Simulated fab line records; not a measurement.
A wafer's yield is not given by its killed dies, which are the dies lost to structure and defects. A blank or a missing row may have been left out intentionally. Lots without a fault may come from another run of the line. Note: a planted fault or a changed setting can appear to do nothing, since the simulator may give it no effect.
Which of the tools did it? / flow berkeley cmos170 / Sampling: 14 lots, 42 wafers, 4 of 331 route steps

WHAT THE GAUGES READ, wafer by wafer
UCB170_PWELL_TW_MEAS_17.
lot=L313; measured=day 3 10:28; on=film metro-04; PWELL_TW=373.4 377.4 374.7
lot=L314; measured=day 3 20:32; on=film metro-03; PWELL_TW=379.5 379.5 378.8
lot=L316; measured=day 4 06:27; on=film metro-03; PWELL_TW=376.9 375.9 375.7
lot=L317; measured=day 4 06:43; on=film metro-01; PWELL_TW=380.9 381.9 379.8
lot=L319; measured=day 4 15:13; on=film metro-01; PWELL_TW=380.4 380.2 379.7
lot=L318; measured=day 4 15:33; on=film metro-03; PWELL_TW=378.9 378.9 378.6
lot=L320; measured=day 5 01:59; on=film metro-04; PWELL_TW=375.9 375.8 375.5
lot=L321; measured=day 5 02:11; on=film metro-01; PWELL_TW=381.4 381.2 380.7
lot=L322; measured=day 5 10:51; on=film metro-04; PWELL_TW=376.8 375.7 375.8
lot=L323; measured=day 5 11:06; on=film metro-04; PWELL_TW=377.2 377.2 374.3
lot=L324; measured=day 5 16:39; on=film metro-03; PWELL_TW=378.2 379.0 381.2
lot=L325; measured=day 5 16:43; on=film metro-03; PWELL_TW=378.7 381.6 379.4
lot=L329; measured=day 6 16:11; on=film metro-03; PWELL_TW=406.5 405.5 405.3
lot=L333; measured=day 7 07:47; on=film metro-04; PWELL_TW=399.7 399.4 398.1

UCB170_V2_OVL_MEAS_13.
lot=L313; measured=day 8 18:06; on=overlay-01; V2_OVL (nm)=-2 -8 -4
lot=L314; measured=day 9 03:19; on=overlay-01; V2_OVL (nm)=-5 -1 1
lot=L316; measured=day 9 16:02; on=overlay-01; V2_OVL (nm)=6 -7 -2
lot=L317; measured=day 9 18:52; on=overlay-01; V2_OVL (nm)=-11 -9 -16
lot=L319; measured=day 10 08:17; on=overlay-01; V2_OVL (nm)=-3 -9 -7
lot=L318; measured=day 10 08:31; on=overlay-01; V2_OVL (nm)=1 2 -4
lot=L320; measured=day 10 08:46; on=overlay-02; V2_OVL (nm)=-6 -14 -12
lot=L321; measured=day 10 06:56; on=overlay-02; V2_OVL (nm)=1 -2 -7
lot=L322; measured=day 11 02:13; on=overlay-01; V2_OVL (nm)=8 5 6
lot=L323; measured=day 11 03:36; on=overlay-02; V2_OVL (nm)=-11 -9 -8
lot=L324; measured=day 11 21:57; on=overlay-02; V2_OVL (nm)=-10 -10 -3
lot=L325; measured=day 11 21:40; on=overlay-02; V2_OVL (nm)=-2 -2 1
lot=L329; measured=day 13 22:29; on=overlay-01; V2_OVL (nm)=-3 -7 -4
lot=L333; measured=day 13 22:32; on=overlay-01; V2_OVL (nm)=-13 -3 -7

WHICH TOOL RAN EACH LOT (tool, then ch and the chambers of the sampled wafers, then the start)
lot=L313; UCB170_PWELL_IMPLANT_15=implanter-02 ch 0, day 3 10:16; UCB170_CONTACT_STRIP_19=plasma asher-01 ch 0,1, day 8 05:01
lot=L314; UCB170_PWELL_IMPLANT_15=implanter-01 ch 0, day 3 20:17; UCB170_CONTACT_STRIP_19=plasma asher-04 ch 0,1, day 8 15:28
lot=L316; UCB170_PWELL_IMPLANT_15=implanter-04 ch 0, day 4 06:13; UCB170_CONTACT_STRIP_19=plasma asher-03 ch 0, day 9 03:34
lot=L317; UCB170_PWELL_IMPLANT_15=implanter-02 ch 0, day 4 06:28; UCB170_CONTACT_STRIP_19=plasma asher-04 ch 1, day 9 04:06
lot=L319; UCB170_PWELL_IMPLANT_15=implanter-04 ch 0, day 4 14:59; UCB170_CONTACT_STRIP_19=plasma asher-04 ch 0,1, day 9 20:21
lot=L318; UCB170_PWELL_IMPLANT_15=implanter-02 ch 0, day 4 15:19; UCB170_CONTACT_STRIP_19=plasma asher-03 ch 0,1, day 9 20:41
lot=L320; UCB170_PWELL_IMPLANT_15=implanter-02 ch 0, day 5 01:44; UCB170_CONTACT_STRIP_19=plasma asher-01 ch 0,1, day 9 20:28
lot=L321; UCB170_PWELL_IMPLANT_15=implanter-04 ch 0, day 5 01:58; UCB170_CONTACT_STRIP_19=plasma asher-01 ch 1, day 9 20:05
lot=L322; UCB170_PWELL_IMPLANT_15=implanter-04 ch 0, day 5 10:36; UCB170_CONTACT_STRIP_19=plasma asher-04 ch 0,1, day 10 14:49
lot=L323; UCB170_PWELL_IMPLANT_15=implanter-02 ch 0, day 5 10:51; UCB170_CONTACT_STRIP_19=plasma asher-04 ch 0,1, day 10 16:55
lot=L324; UCB170_PWELL_IMPLANT_15=implanter-02 ch 0, day 5 16:25; UCB170_CONTACT_STRIP_19=plasma asher-03 ch 0,1, day 11 07:54
lot=L325; UCB170_PWELL_IMPLANT_15=implanter-01 ch 0, day 5 16:28; UCB170_CONTACT_STRIP_19=plasma asher-01 ch 0,1, day 11 08:31
lot=L329; UCB170_PWELL_IMPLANT_15=implanter-02 ch 0, day 6 15:58; UCB170_CONTACT_STRIP_19=plasma asher-04 ch 0,1, day 12 13:33
lot=L333; UCB170_PWELL_IMPLANT_15=implanter-02 ch 0, day 7 07:32; UCB170_CONTACT_STRIP_19=plasma asher-04 ch 0,1, day 12 15:05
- UCB170_PWELL_IMPLANT_15
- UCB170_CONTACT_STRIP_19: strips in O2.

WHAT THE TOOLS THEMSELVES READ (means of the sampled wafers that have a number; where no wafer has one, the mark that the record gives instead)
UCB170_PWELL_IMPLANT_15.
lot=L313; tool=implanter-02; beam on s (s)=10.12; faraday current uA=15.7
lot=L314; tool=implanter-01; beam on s (s)=9.85; faraday current uA=16.1
lot=L316; tool=implanter-04; beam on s (s)=9.98; faraday current uA=15.8
lot=L317; tool=implanter-02; beam on s (s)=10.04; faraday current uA=15.8
lot=L319; tool=implanter-04; beam on s (s)=9.83; faraday current uA=16.1
lot=L318; tool=implanter-02; beam on s (s)=10.10; faraday current uA=15.7
lot=L320; tool=implanter-02; beam on s (s)=10.11; faraday current uA=15.7
lot=L321; tool=implanter-04; beam on s (s)=10.07; faraday current uA=15.7
lot=L322; tool=implanter-04; beam on s (s)=9.86; faraday current uA=16.0
lot=L323; tool=implanter-02; beam on s (s)=10.20; faraday current uA=15.6
lot=L324; tool=implanter-02; beam on s (s)=9.93; faraday current uA=15.9
lot=L325; tool=implanter-01; beam on s (s)=9.94; faraday current uA=16.0
lot=L329; tool=implanter-02; beam on s (s)=12.29; faraday current uA=12.9
lot=L333; tool=implanter-02; beam on s (s)=12.25; faraday current uA=13.0

UCB170_CONTACT_STRIP_19.
lot=L313; tool=plasma asher-01; drypump motor current A (A)=5.8; oes product au (a.u.)=0.726
lot=L314; tool=plasma asher-04; drypump motor current A (A)=5.3; oes product au (a.u.)=0.727
lot=L316; tool=plasma asher-03; drypump motor current A (A)=6.5; oes product au (a.u.)=0.728
lot=L317; tool=plasma asher-04; drypump motor current A (A)=5.0; oes product au (a.u.)=0.727
lot=L319; tool=plasma asher-04; drypump motor current A (A)=5.7; oes product au (a.u.)=0.727
lot=L318; tool=plasma asher-03; drypump motor current A (A)=5.9; oes product au (a.u.)=0.724
lot=L320; tool=plasma asher-01; drypump motor current A (A)=5.7; oes product au (a.u.)=0.725
lot=L321; tool=plasma asher-01; drypump motor current A (A)=5.5; oes product au (a.u.)=0.728
lot=L322; tool=plasma asher-04; drypump motor current A (A)=5.7; oes product au (a.u.)=0.731
lot=L323; tool=plasma asher-04; drypump motor current A (A)=5.7; oes product au (a.u.)=0.724
lot=L324; tool=plasma asher-03; drypump motor current A (A)=5.9; oes product au (a.u.)=0.727
lot=L325; tool=plasma asher-01; drypump motor current A (A)=5.8; oes product au (a.u.)=0.725
lot=L329; tool=plasma asher-04; drypump motor current A (A)=5.3; oes product au (a.u.)=0.729
lot=L333; tool=plasma asher-04; drypump motor current A (A)=5.4; oes product au (a.u.)=0.723

THE ANSWER, worked out from the rows above alone
Rule: usual is defined by the lots themselves. Put in order of their means at a reading, lots are off if they are a third of the lots or fewer, leave a main group of 4 or more, and stand apart from it by a gap of 3 or more times the standard deviation of the main group's means; of several such gaps the widest counts. If all means in a main group match to the digits the tables above print for the reading, that group is not used. Also off: a lot with no number at a reading for which 4 or more lots have one. The other lots that the step has rows for count as sound. The gauges are gone through in route order, then the tools' own readings, and for those a lot's mean is taken as printed above. The first step at which some lot is off is used, and at that step the reading that is off furthest; a lot without a number counts as furthest.
Off: L329, L333, seen at UCB170_PWELL_TW_MEAS_17 (PWELL_TW). Mean 378.2 and standard deviation 2.1 in the main group.
A tool fits if, at a process step before that reading, it ran every lot that is off, and no sound lot after the first of them. The gauges at UCB170_PWELL_TW_MEAS_17 aren't tried: what is off there is off at UCB170_PWELL_IMPLANT_15 too, on other tools, and a gauge's error can't cause that. One candidate fits, namely implanter-02 at UCB170_PWELL_IMPLANT_15. A fault onset in the window from L324 (day 5 16:25, its last sound lot) to L329 (day 6 15:58, its first lot off) fits.
The tool's own readings at UCB170_PWELL_IMPLANT_15 bear it out: on the lots that are off they differ by more than 5 times the standard deviation of the sound lots' means. beam on s reads 12.27 s there against 10.00 s on the sound lots; faraday current uA reads 12.9 there against 15.8 on the sound lots.

WHAT THE SIMULATOR PUT IN
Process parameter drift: implanter-02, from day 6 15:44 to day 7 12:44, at UCB170_PWELL_IMPLANT_15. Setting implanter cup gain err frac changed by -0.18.
Lots struck among those shown: L329, L333. The same result came from the rule above.
